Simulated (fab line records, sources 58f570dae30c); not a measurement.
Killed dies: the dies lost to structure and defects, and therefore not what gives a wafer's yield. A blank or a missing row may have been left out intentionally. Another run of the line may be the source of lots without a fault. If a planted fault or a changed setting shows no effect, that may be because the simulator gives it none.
fab line records || flow berkeley_cmos170 || part 2 of 2: steps 26 to 36 of 36
record: {"lots": 5, "wafers": 15, "last_day": 12}
route steps=331 shown SCREENOX@100 NVT@104 PVT@115 GATE@125 FIELD@126
lots that met no fault: from a run of the same line without faults
start_h: hours from the record's first day to the start of the lot's first wafer shown || wait_h: hours since the lot's step before || " as in the row above || L1.1+2: several wafers, shown together as one row || - either no value or no given start || * or withheld: withheld || < > ~ a bound
route shown NAME@n: a module of which the file shows steps, and the number in the route of the first || usual: mean/standard deviation taken from wafers without a fault || same: alike in all rows || chamber/n: place in a boat || sites: per-site readings || _std_site: their standard deviation || _edge_site: the outer-site mean with the inner-site mean subtracted || radius_mm: how far each site lies from the wafer's centre || mask NAME#n: copy n || behind: the most recent tool/chamber to have shaped the wafer || hold: reason for holding the lot/hours on hold/outcome of the hold || device: which transistor (n, p or np) failed to switch || end of line: at the end of the route, the tests of the same wafers || where a step has no rows: the recipe by itself || killed: at the first sort, the dies lost to defects and structure; wafer yield is something else || map: shows each die of a wafer: x if killed, . if not, _ if none is there
set.NAME: the setting the step ran with; set.NAME@STEP: the setting that earlier step ran with || model.NAME: the simulator's own value behind a step, which no gauge read
certain route steps with their lots: each step a table, each wafer a row
services: when a tool's chamber went out of use (start_h, in hours from the record's first day, below 0 if earlier), for how many hours, and the reason
== steps ==
step: UCB170_GATE_WET_ETCH_00
recipe: {"chemistry": "dHF", "dilution": "25:1", "target": "SiO2", "temp_c": 25, "time_s": 200}
{"lot.wafer": "L075.3+5+6", "tool": "wet_bench-04", "chamber": 2, "start_h": 112.73, "wait_h": 0.2}
{"lot.wafer": "L078.1+2+5", "tool": "wet_bench-01", "chamber": 0, "start_h": 130.29, "wait_h": 0.2}
{"lot.wafer": "L091.2+3+4", "tool": "wet_bench-01", "chamber": 0, "start_h": 207.19, "wait_h": 0.1}
{"lot.wafer": "L093.1+3+5", "tool": "wet_bench-03", "chamber": 3, "start_h": 211.48, "wait_h": 0.1}
{"lot.wafer": "L096.2+3+6", "tool": "wet_bench-03", "chamber": 0, "start_h": 226.72, "wait_h": 0.1}
step: UCB170_FIELD_THK_MEAS_91
recipe: {"reads": "SiO2_of_FIELD_OXIDATION_01"}
usual: {"FIELD_OXIDE_LEFT_2_THK": "357/11"}
{"lot.wafer": "L075.3", "tool": "film_metro-01", "chamber": "-", "start_h": 112.82, "wait_h": 0.0, "FIELD_OXIDE_LEFT_2_THK[nm]": 363}
{"lot.wafer": "L075.5", "tool": "film_metro-01", "chamber": "-", "start_h": 112.82, "wait_h": 0.0, "FIELD_OXIDE_LEFT_2_THK[nm]": 367}
{"lot.wafer": "L075.6", "tool": "film_metro-01", "chamber": "-", "start_h": 112.82, "wait_h": 0.0, "FIELD_OXIDE_LEFT_2_THK[nm]": 354}
{"lot.wafer": "L078.1", "tool": "film_metro-02", "chamber": "-", "start_h": 130.36, "wait_h": 0.0, "FIELD_OXIDE_LEFT_2_THK[nm]": 352}
{"lot.wafer": "L078.2", "tool": "film_metro-02", "chamber": "-", "start_h": 130.36, "wait_h": 0.0, "FIELD_OXIDE_LEFT_2_THK[nm]": 341}
{"lot.wafer": "L078.5", "tool": "film_metro-02", "chamber": "-", "start_h": 130.36, "wait_h": 0.0, "FIELD_OXIDE_LEFT_2_THK[nm]": 344}
{"lot.wafer": "L091.2", "tool": "film_metro-01", "chamber": "-", "start_h": 207.27, "wait_h": 0.0, "FIELD_OXIDE_LEFT_2_THK[nm]": 356}
{"lot.wafer": "L091.3", "tool": "film_metro-01", "chamber": "-", "start_h": 207.27, "wait_h": 0.0, "FIELD_OXIDE_LEFT_2_THK[nm]": 350}
{"lot.wafer": "L091.4", "tool": "film_metro-01", "chamber": "-", "start_h": 207.27, "wait_h": 0.0, "FIELD_OXIDE_LEFT_2_THK[nm]": 359}
{"lot.wafer": "L093.1", "tool": "film_metro-02", "chamber": "-", "start_h": 211.55, "wait_h": 0.0, "FIELD_OXIDE_LEFT_2_THK[nm]": 354}
{"lot.wafer": "L093.3", "tool": "film_metro-02", "chamber": "-", "start_h": 211.55, "wait_h": 0.0, "FIELD_OXIDE_LEFT_2_THK[nm]": 362}
{"lot.wafer": "L093.5", "tool": "film_metro-02", "chamber": "-", "start_h": 211.55, "wait_h": 0.0, "FIELD_OXIDE_LEFT_2_THK[nm]": 363}
{"lot.wafer": "L096.2", "tool": "film_metro-04", "chamber": "-", "start_h": 226.80, "wait_h": 0.0, "FIELD_OXIDE_LEFT_2_THK[nm]": 359}
{"lot.wafer": "L096.3", "tool": "film_metro-04", "chamber": "-", "start_h": 226.80, "wait_h": 0.0, "FIELD_OXIDE_LEFT_2_THK[nm]": 358}
{"lot.wafer": "L096.6", "tool": "film_metro-04", "chamber": "-", "start_h": 226.80, "wait_h": 0.0, "FIELD_OXIDE_LEFT_2_THK[nm]": 354}
step: UCB170_GATE_OXIDATION_01
recipe: {"temp_c": 850, "ambient": "O2", "target_thk_a": 66, "ox_time_s": 1800}
{"lot.wafer": "L075.3+5+6", "tool": "furnace-01", "chamber": 0, "start_h": 114.63, "wait_h": 1.8}
{"lot.wafer": "L078.1+2+5", "tool": "furnace-03", "chamber": 0, "start_h": 132.49, "wait_h": 2.1}
{"lot.wafer": "L091.2+3+4", "tool": "furnace-03", "chamber": 0, "start_h": 212.24, "wait_h": 5.0}
{"lot.wafer": "L093.1+3+5", "tool": "furnace-03", "chamber": 0, "start_h": 212.24, "wait_h": 0.7}
{"lot.wafer": "L096.2+3+6", "tool": "furnace-01", "chamber": 0, "start_h": 228.89, "wait_h": 2.1}
step: UCB170_GATE_THK_MEAS_02
recipe: {"reads": "SiO2_of_GATE_OXIDATION_01"}
usual: {"GATE_OXIDE_THK": "6.67/0.14"}
{"lot.wafer": "L075.3", "tool": "film_metro-01", "chamber": "-", "start_h": 116.15, "wait_h": 0.0, "GATE_OXIDE_THK[nm]": 6.78}
{"lot.wafer": "L075.5", "tool": "film_metro-01", "chamber": "-", "start_h": 116.15, "wait_h": 0.0, "GATE_OXIDE_THK[nm]": 6.76}
{"lot.wafer": "L075.6", "tool": "film_metro-01", "chamber": "-", "start_h": 116.15, "wait_h": 0.0, "GATE_OXIDE_THK[nm]": 6.75}
{"lot.wafer": "L078.1", "tool": "film_metro-01", "chamber": "-", "start_h": 133.99, "wait_h": 0.0, "GATE_OXIDE_THK[nm]": 6.82}
{"lot.wafer": "L078.2", "tool": "film_metro-01", "chamber": "-", "start_h": 133.99, "wait_h": 0.0, "GATE_OXIDE_THK[nm]": 6.87}
{"lot.wafer": "L078.5", "tool": "film_metro-01", "chamber": "-", "start_h": 133.99, "wait_h": 0.0, "GATE_OXIDE_THK[nm]": 6.82}
{"lot.wafer": "L091.2", "tool": "film_metro-03", "chamber": "-", "start_h": 213.75, "wait_h": 0.0, "GATE_OXIDE_THK[nm]": 6.87}
{"lot.wafer": "L091.3", "tool": "film_metro-03", "chamber": "-", "start_h": 213.75, "wait_h": 0.0, "GATE_OXIDE_THK[nm]": 6.90}
{"lot.wafer": "L091.4", "tool": "film_metro-03", "chamber": "-", "start_h": 213.75, "wait_h": 0.0, "GATE_OXIDE_THK[nm]": 6.87}
{"lot.wafer": "L093.1", "tool": "film_metro-01", "chamber": "-", "start_h": 213.79, "wait_h": 0.0, "GATE_OXIDE_THK[nm]": 6.75}
{"lot.wafer": "L093.3", "tool": "film_metro-01", "chamber": "-", "start_h": 213.79, "wait_h": 0.0, "GATE_OXIDE_THK[nm]": 6.79}
{"lot.wafer": "L093.5", "tool": "film_metro-01", "chamber": "-", "start_h": 213.79, "wait_h": 0.0, "GATE_OXIDE_THK[nm]": 6.91}
{"lot.wafer": "L096.2", "tool": "film_metro-02", "chamber": "-", "start_h": 230.40, "wait_h": 0.0, "GATE_OXIDE_THK[nm]": 6.53}
{"lot.wafer": "L096.3", "tool": "film_metro-02", "chamber": "-", "start_h": 230.40, "wait_h": 0.0, "GATE_OXIDE_THK[nm]": 6.61}
{"lot.wafer": "L096.6", "tool": "film_metro-02", "chamber": "-", "start_h": 230.40, "wait_h": 0.0, "GATE_OXIDE_THK[nm]": 6.56}
step: UCB170_GATE_ANNEAL_03
recipe: {"temp_c": 900, "time_s": 1800, "ambient": "N2"}
{"lot.wafer": "L075.3+5+6", "tool": "furnace-01", "chamber": 0, "start_h": 120.54, "wait_h": 4.4}
{"lot.wafer": "L078.1+2+5", "tool": "furnace-03", "chamber": 0, "start_h": 134.05, "wait_h": 0.1}
{"lot.wafer": "L091.2+3+4", "tool": "furnace-04", "chamber": 0, "start_h": 216.58, "wait_h": 2.8}
{"lot.wafer": "L093.1+3+5", "tool": "furnace-04", "chamber": 0, "start_h": 216.58, "wait_h": 2.8}
{"lot.wafer": "L096.2+3+6", "tool": "furnace-04", "chamber": 0, "start_h": 233.47, "wait_h": 3.1}
step: UCB170_GATE_CVD_04
recipe: {"material": "poly-Si", "temp_c": 610, "precursor": "SiH4", "time_s": 1440, "pressure_mtorr": 375, "target_thk_nm": 214, "sih4_flow_sccm": 120}
usual: {"susceptor_temp_C": "610.00/0.3"}
{"lot.wafer": "L075.3", "tool": "lpcvd-02", "chamber": 0, "start_h": 122.04, "wait_h": 0.0, "susceptor_temp_C": 610.02}
{"lot.wafer": "L075.5", "tool": "lpcvd-02", "chamber": 0, "start_h": 122.04, "wait_h": 0.0, "susceptor_temp_C": 610.15}
{"lot.wafer": "L075.6", "tool": "lpcvd-02", "chamber": 0, "start_h": 122.04, "wait_h": 0.0, "susceptor_temp_C": 610.17}
{"lot.wafer": "L078.1", "tool": "lpcvd-01", "chamber": 0, "start_h": 135.55, "wait_h": 0.0, "susceptor_temp_C": 610.15}
{"lot.wafer": "L078.2", "tool": "lpcvd-01", "chamber": 0, "start_h": 135.55, "wait_h": 0.0, "susceptor_temp_C": 609.47}
{"lot.wafer": "L078.5", "tool": "lpcvd-01", "chamber": 0, "start_h": 135.55, "wait_h": 0.0, "susceptor_temp_C": 610.35}
{"lot.wafer": "L091.2", "tool": "lpcvd-02", "chamber": 0, "start_h": 218.08, "wait_h": 0.0, "susceptor_temp_C": 610.06}
{"lot.wafer": "L091.3", "tool": "lpcvd-02", "chamber": 0, "start_h": 218.08, "wait_h": 0.0, "susceptor_temp_C": 610.12}
{"lot.wafer": "L091.4", "tool": "lpcvd-02", "chamber": 0, "start_h": 218.08, "wait_h": 0.0, "susceptor_temp_C": 610.58}
{"lot.wafer": "L093.1", "tool": "lpcvd-02", "chamber": 0, "start_h": 218.08, "wait_h": 0.0, "susceptor_temp_C": 610.02}
{"lot.wafer": "L093.3", "tool": "lpcvd-02", "chamber": 0, "start_h": 218.08, "wait_h": 0.0, "susceptor_temp_C": 610.29}
{"lot.wafer": "L093.5", "tool": "lpcvd-02", "chamber": 0, "start_h": 218.08, "wait_h": 0.0, "susceptor_temp_C": 610.24}
{"lot.wafer": "L096.2", "tool": "lpcvd-02", "chamber": 1, "start_h": 234.97, "wait_h": 0.0, "susceptor_temp_C": 609.69}
{"lot.wafer": "L096.3", "tool": "lpcvd-02", "chamber": 1, "start_h": 234.97, "wait_h": 0.0, "susceptor_temp_C": 609.69}
{"lot.wafer": "L096.6", "tool": "lpcvd-02", "chamber": 1, "start_h": 234.97, "wait_h": 0.0, "susceptor_temp_C": 609.77}
step: UCB170_GATE_THK_MEAS_05
recipe: {"reads": "poly-Si_of_GATE_CVD_04"}
usual: {"GATE_POLY_THK": "212.5/2"}
{"lot.wafer": "L075.3", "tool": "film_metro-03", "chamber": "-", "start_h": 123.46, "wait_h": 0.0, "GATE_POLY_THK[nm]": 209.9}
{"lot.wafer": "L075.5", "tool": "film_metro-03", "chamber": "-", "start_h": 123.46, "wait_h": 0.0, "GATE_POLY_THK[nm]": 211.3}
{"lot.wafer": "L075.6", "tool": "film_metro-03", "chamber": "-", "start_h": 123.46, "wait_h": 0.0, "GATE_POLY_THK[nm]": 209.5}
{"lot.wafer": "L078.1", "tool": "film_metro-02", "chamber": "-", "start_h": 136.95, "wait_h": 0.0, "GATE_POLY_THK[nm]": 216.3}
{"lot.wafer": "L078.2", "tool": "film_metro-02", "chamber": "-", "start_h": 136.95, "wait_h": 0.0, "GATE_POLY_THK[nm]": 213.9}
{"lot.wafer": "L078.5", "tool": "film_metro-02", "chamber": "-", "start_h": 136.95, "wait_h": 0.0, "GATE_POLY_THK[nm]": 216.5}
{"lot.wafer": "L091.2", "tool": "film_metro-03", "chamber": "-", "start_h": 219.49, "wait_h": 0.0, "GATE_POLY_THK[nm]": 211.8}
{"lot.wafer": "L091.3", "tool": "film_metro-03", "chamber": "-", "start_h": 219.49, "wait_h": 0.0, "GATE_POLY_THK[nm]": 211.7}
{"lot.wafer": "L091.4", "tool": "film_metro-03", "chamber": "-", "start_h": 219.49, "wait_h": 0.0, "GATE_POLY_THK[nm]": 212.2}
{"lot.wafer": "L093.1", "tool": "film_metro-02", "chamber": "-", "start_h": 219.54, "wait_h": 0.1, "GATE_POLY_THK[nm]": 211.4}
{"lot.wafer": "L093.3", "tool": "film_metro-02", "chamber": "-", "start_h": 219.54, "wait_h": 0.1, "GATE_POLY_THK[nm]": 213.0}
{"lot.wafer": "L093.5", "tool": "film_metro-02", "chamber": "-", "start_h": 219.54, "wait_h": 0.1, "GATE_POLY_THK[nm]": 213.7}
{"lot.wafer": "L096.2", "tool": "film_metro-01", "chamber": "-", "start_h": 236.38, "wait_h": 0.0, "GATE_POLY_THK[nm]": 214.3}
{"lot.wafer": "L096.3", "tool": "film_metro-01", "chamber": "-", "start_h": 236.38, "wait_h": 0.0, "GATE_POLY_THK[nm]": 213.5}
{"lot.wafer": "L096.6", "tool": "film_metro-01", "chamber": "-", "start_h": 236.38, "wait_h": 0.0, "GATE_POLY_THK[nm]": 214.1}
step: UCB170_GATE_COAT_06
recipe: {"resist": "BARC", "temp_c": "withheld", "time_s": "withheld", "spin_rpm": 3000, "resist_thk_nm": "withheld"}
usual: {"chill_plate_temp_C": "*", "resist_line_temp_C": "*"}
{"lot.wafer": "L075.3", "tool": "litho_track-04", "chamber": 0, "start_h": 123.55, "wait_h": 0.1, "chill_plate_temp_C": "*", "resist_line_temp_C": "*"}
{"lot.wafer": "L075.5", "tool": "litho_track-04", "chamber": 0, "start_h": 123.55, "wait_h": 0.1, "chill_plate_temp_C": "*", "resist_line_temp_C": "*"}
{"lot.wafer": "L075.6", "tool": "litho_track-04", "chamber": 0, "start_h": 123.55, "wait_h": 0.1, "chill_plate_temp_C": "*", "resist_line_temp_C": "*"}
{"lot.wafer": "L078.1", "tool": "litho_track-02", "chamber": 0, "start_h": 137.55, "wait_h": 0.6, "chill_plate_temp_C": "*", "resist_line_temp_C": "*"}
{"lot.wafer": "L078.2", "tool": "litho_track-02", "chamber": 0, "start_h": 137.55, "wait_h": 0.6, "chill_plate_temp_C": "*", "resist_line_temp_C": "*"}
{"lot.wafer": "L078.5", "tool": "litho_track-02", "chamber": 0, "start_h": 137.55, "wait_h": 0.6, "chill_plate_temp_C": "*", "resist_line_temp_C": "*"}
{"lot.wafer": "L091.2", "tool": "litho_track-04", "chamber": 0, "start_h": 220.07, "wait_h": 0.6, "chill_plate_temp_C": "*", "resist_line_temp_C": "*"}
{"lot.wafer": "L091.3", "tool": "litho_track-04", "chamber": 0, "start_h": 220.07, "wait_h": 0.6, "chill_plate_temp_C": "*", "resist_line_temp_C": "*"}
{"lot.wafer": "L091.4", "tool": "litho_track-04", "chamber": 0, "start_h": 220.07, "wait_h": 0.6, "chill_plate_temp_C": "*", "resist_line_temp_C": "*"}
{"lot.wafer": "L093.1", "tool": "litho_track-04", "chamber": 0, "start_h": 220.49, "wait_h": 0.9, "chill_plate_temp_C": "*", "resist_line_temp_C": "*"}
{"lot.wafer": "L093.3", "tool": "litho_track-04", "chamber": 0, "start_h": 220.49, "wait_h": 0.9, "chill_plate_temp_C": "*", "resist_line_temp_C": "*"}
{"lot.wafer": "L093.5", "tool": "litho_track-04", "chamber": 0, "start_h": 220.49, "wait_h": 0.9, "chill_plate_temp_C": "*", "resist_line_temp_C": "*"}
{"lot.wafer": "L096.2", "tool": "litho_track-04", "chamber": 0, "start_h": 236.68, "wait_h": 0.3, "chill_plate_temp_C": "*", "resist_line_temp_C": "*"}
{"lot.wafer": "L096.3", "tool": "litho_track-04", "chamber": 0, "start_h": 236.68, "wait_h": 0.3, "chill_plate_temp_C": "*", "resist_line_temp_C": "*"}
{"lot.wafer": "L096.6", "tool": "litho_track-04", "chamber": 0, "start_h": 236.68, "wait_h": 0.3, "chill_plate_temp_C": "*", "resist_line_temp_C": "*"}
step: UCB170_GATE_COAT_07
recipe: {"resist": "KrF", "spin_rpm": 1533, "resist_thk_nm": 900}
usual: {"chill_plate_temp_C": "22.99/0.09", "resist_line_temp_C": "22.97/0.11"}
{"lot.wafer": "L075.3", "tool": "litho_track-04", "chamber": 0, "start_h": "-", "wait_h": "-", "chill_plate_temp_C": 22.91, "resist_line_temp_C": 22.91}
{"lot.wafer": "L075.5", "tool": "litho_track-04", "chamber": 0, "start_h": "-", "wait_h": "-", "chill_plate_temp_C": 22.81, "resist_line_temp_C": 22.86}
{"lot.wafer": "L075.6", "tool": "litho_track-04", "chamber": 0, "start_h": "-", "wait_h": "-", "chill_plate_temp_C": 22.87, "resist_line_temp_C": 22.81}
{"lot.wafer": "L078.1", "tool": "litho_track-02", "chamber": 0, "start_h": "-", "wait_h": "-", "chill_plate_temp_C": 23.05, "resist_line_temp_C": 23.12}
{"lot.wafer": "L078.2", "tool": "litho_track-02", "chamber": 0, "start_h": "-", "wait_h": "-", "chill_plate_temp_C": 22.95, "resist_line_temp_C": 23.16}
{"lot.wafer": "L078.5", "tool": "litho_track-02", "chamber": 0, "start_h": "-", "wait_h": "-", "chill_plate_temp_C": 22.93, "resist_line_temp_C": 23.08}
{"lot.wafer": "L091.2", "tool": "litho_track-04", "chamber": 0, "start_h": "-", "wait_h": "-", "chill_plate_temp_C": 23.08, "resist_line_temp_C": 23.11}
{"lot.wafer": "L091.3", "tool": "litho_track-04", "chamber": 0, "start_h": "-", "wait_h": "-", "chill_plate_temp_C": 23.18, "resist_line_temp_C": 22.90}
{"lot.wafer": "L091.4", "tool": "litho_track-04", "chamber": 0, "start_h": "-", "wait_h": "-", "chill_plate_temp_C": 22.96, "resist_line_temp_C": 23.01}
{"lot.wafer": "L093.1", "tool": "litho_track-04", "chamber": 0, "start_h": "-", "wait_h": "-", "chill_plate_temp_C": 23.10, "resist_line_temp_C": 22.88}
{"lot.wafer": "L093.3", "tool": "litho_track-04", "chamber": 0, "start_h": "-", "wait_h": "-", "chill_plate_temp_C": 22.89, "resist_line_temp_C": 22.86}
{"lot.wafer": "L093.5", "tool": "litho_track-04", "chamber": 0, "start_h": "-", "wait_h": "-", "chill_plate_temp_C": 22.98, "resist_line_temp_C": 23.11}
{"lot.wafer": "L096.2", "tool": "litho_track-04", "chamber": 0, "start_h": "-", "wait_h": "-", "chill_plate_temp_C": 23.13, "resist_line_temp_C": 22.95}
{"lot.wafer": "L096.3", "tool": "litho_track-04", "chamber": 0, "start_h": "-", "wait_h": "-", "chill_plate_temp_C": 23.06, "resist_line_temp_C": 23.03}
{"lot.wafer": "L096.6", "tool": "litho_track-04", "chamber": 0, "start_h": "-", "wait_h": "-", "chill_plate_temp_C": 23.06, "resist_line_temp_C": 22.98}
step: UCB170_GATE_SOFTBAKE_08
recipe: {"resist": "KrF", "temp_c": 130, "time_s": 60}
usual: {"chill_plate_temp_C": "22.97/0.1", "heater_power_total_W": "56.81/0.042", "resist_line_temp_C": "23.00/0.099"}
{"lot.wafer": "L075.3", "tool": "litho_track-04", "chamber": 0, "start_h": "-", "wait_h": "-", "chill_plate_temp_C": 22.85, "heater_power_total_W": 56.87, "resist_line_temp_C": 23.25}
{"lot.wafer": "L075.5", "tool": "litho_track-04", "chamber": 0, "start_h": "-", "wait_h": "-", "chill_plate_temp_C": 22.87, "heater_power_total_W": 56.74, "resist_line_temp_C": 23.27}
{"lot.wafer": "L075.6", "tool": "litho_track-04", "chamber": 0, "start_h": "-", "wait_h": "-", "chill_plate_temp_C": 22.94, "heater_power_total_W": 56.81, "resist_line_temp_C": 23.20}
{"lot.wafer": "L078.1", "tool": "litho_track-02", "chamber": 0, "start_h": "-", "wait_h": "-", "chill_plate_temp_C": 23.12, "heater_power_total_W": 56.88, "resist_line_temp_C": 23.04}
{"lot.wafer": "L078.2", "tool": "litho_track-02", "chamber": 0, "start_h": "-", "wait_h": "-", "chill_plate_temp_C": 23.25, "heater_power_total_W": 56.77, "resist_line_temp_C": 23.08}
{"lot.wafer": "L078.5", "tool": "litho_track-02", "chamber": 0, "start_h": "-", "wait_h": "-", "chill_plate_temp_C": 23.16, "heater_power_total_W": 56.80, "resist_line_temp_C": 22.84}
{"lot.wafer": "L091.2", "tool": "litho_track-04", "chamber": 0, "start_h": "-", "wait_h": "-", "chill_plate_temp_C": 23.08, "heater_power_total_W": 56.78, "resist_line_temp_C": 23.09}
{"lot.wafer": "L091.3", "tool": "litho_track-04", "chamber": 0, "start_h": "-", "wait_h": "-", "chill_plate_temp_C": 22.97, "heater_power_total_W": 56.75, "resist_line_temp_C": 23.08}
{"lot.wafer": "L091.4", "tool": "litho_track-04", "chamber": 0, "start_h": "-", "wait_h": "-", "chill_plate_temp_C": 23.00, "heater_power_total_W": 56.80, "resist_line_temp_C": 23.04}
{"lot.wafer": "L093.1", "tool": "litho_track-04", "chamber": 0, "start_h": "-", "wait_h": "-", "chill_plate_temp_C": 22.92, "heater_power_total_W": 56.83, "resist_line_temp_C": 23.08}
{"lot.wafer": "L093.3", "tool": "litho_track-04", "chamber": 0, "start_h": "-", "wait_h": "-", "chill_plate_temp_C": 22.82, "heater_power_total_W": 56.80, "resist_line_temp_C": 23.08}
{"lot.wafer": "L093.5", "tool": "litho_track-04", "chamber": 0, "start_h": "-", "wait_h": "-", "chill_plate_temp_C": 22.92, "heater_power_total_W": 56.73, "resist_line_temp_C": 23.22}
{"lot.wafer": "L096.2", "tool": "litho_track-04", "chamber": 0, "start_h": "-", "wait_h": "-", "chill_plate_temp_C": 23.09, "heater_power_total_W": 56.81, "resist_line_temp_C": 22.90}
{"lot.wafer": "L096.3", "tool": "litho_track-04", "chamber": 0, "start_h": "-", "wait_h": "-", "chill_plate_temp_C": 22.92, "heater_power_total_W": 56.88, "resist_line_temp_C": 22.97}
{"lot.wafer": "L096.6", "tool": "litho_track-04", "chamber": 0, "start_h": "-", "wait_h": "-", "chill_plate_temp_C": 22.93, "heater_power_total_W": 56.77, "resist_line_temp_C": 22.98}
step: UCB170_GATE_EXPOSE_09
recipe: {"mask_id": "POLY", "target_cd_nm": 350, "na": 0.5, "sigma_outer": 0.6, "source_shape": "conventional", "dose_mj": 21}
{"lot.wafer": "L075.3+5+6", "tool": "krf_scanner-01", "chamber": 0, "start_h": 123.99, "wait_h": "-", "mask": "POLY#0"}
{"lot.wafer": "L078.1+2+5", "tool": "krf_scanner-01", "chamber": 0, "start_h": 138.13, "wait_h": "-", "mask": "POLY#0"}
{"lot.wafer": "L091.2+3+4", "tool": "krf_scanner-02", "chamber": 0, "start_h": 220.63, "wait_h": "-", "mask": "POLY#0"}
{"lot.wafer": "L093.1+3+5", "tool": "krf_scanner-02", "chamber": 0, "start_h": 221.22, "wait_h": "-", "mask": "POLY#0"}
{"lot.wafer": "L096.2+3+6", "tool": "krf_scanner-02", "chamber": 0, "start_h": 237.37, "wait_h": "-", "mask": "POLY#0"}
== services ==
{"tool": "implanter-01", "chamber": "-", "start_h": 83.03, "hours": 4.3, "kind": "pm"}
{"tool": "furnace-04", "chamber": "-", "start_h": 86.03, "hours": 4.1, "kind": "pm"}
{"tool": "implanter-01", "chamber": "-", "start_h": 94.11, "hours": 1.8, "kind": "repair"}
{"tool": "implanter-03", "chamber": "-", "start_h": 95.50, "hours": 1.0, "kind": "repair"}
{"tool": "plasma_asher-03", "chamber": "-", "start_h": 118.09, "hours": 1.4, "kind": "repair"}
{"tool": "krf_scanner-01", "chamber": "-", "start_h": 125.07, "hours": 0.8, "kind": "pm"}
{"tool": "krf_scanner-02", "chamber": "-", "start_h": 130.34, "hours": 1.3, "kind": "pm"}
{"tool": "krf_scanner-01", "chamber": "-", "start_h": 138.25, "hours": 0.8, "kind": "pm"}
{"tool": "implanter-04", "chamber": "-", "start_h": 148.09, "hours": 1.0, "kind": "repair"}
{"tool": "implanter-03", "chamber": "-", "start_h": 160.66, "hours": 6.1, "kind": "pm"}
{"tool": "implanter-01", "chamber": "-", "start_h": 166.51, "hours": 2.9, "kind": "repair"}
{"tool": "implanter-03", "chamber": "-", "start_h": 166.75, "hours": 6.3, "kind": "pm"}
{"tool": "plasma_asher-01", "chamber": "-", "start_h": 169.20, "hours": 2.8, "kind": "pm"}
{"tool": "krf_scanner-01", "chamber": "-", "start_h": 174.03, "hours": 1.3, "kind": "pm"}
{"tool": "krf_scanner-02", "chamber": "-", "start_h": 175.86, "hours": 1.0, "kind": "pm"}
{"tool": "krf_scanner-01", "chamber": "-", "start_h": 183.01, "hours": 1.0, "kind": "pm"}
{"tool": "plasma_asher-03", "chamber": "-", "start_h": 192.85, "hours": 1.3, "kind": "repair"}
{"tool": "plasma_asher-01", "chamber": "-", "start_h": 195.90, "hours": 1.2, "kind": "repair"}
{"tool": "wet_bench-02", "chamber": "-", "start_h": 201.18, "hours": 1.9, "kind": "pm"}
{"tool": "furnace-01", "chamber": "-", "start_h": 206.14, "hours": 2.7, "kind": "pm"}
{"tool": "furnace-03", "chamber": "-", "start_h": 207.47, "hours": 3.4, "kind": "pm"}
{"tool": "implanter-04", "chamber": "-", "start_h": 214.88, "hours": 5.2, "kind": "pm"}
{"tool": "plasma_asher-03", "chamber": "-", "start_h": 218.75, "hours": 5.6, "kind": "repair"}
{"tool": "krf_scanner-01", "chamber": "-", "start_h": 233.49, "hours": 0.6, "kind": "repair"}
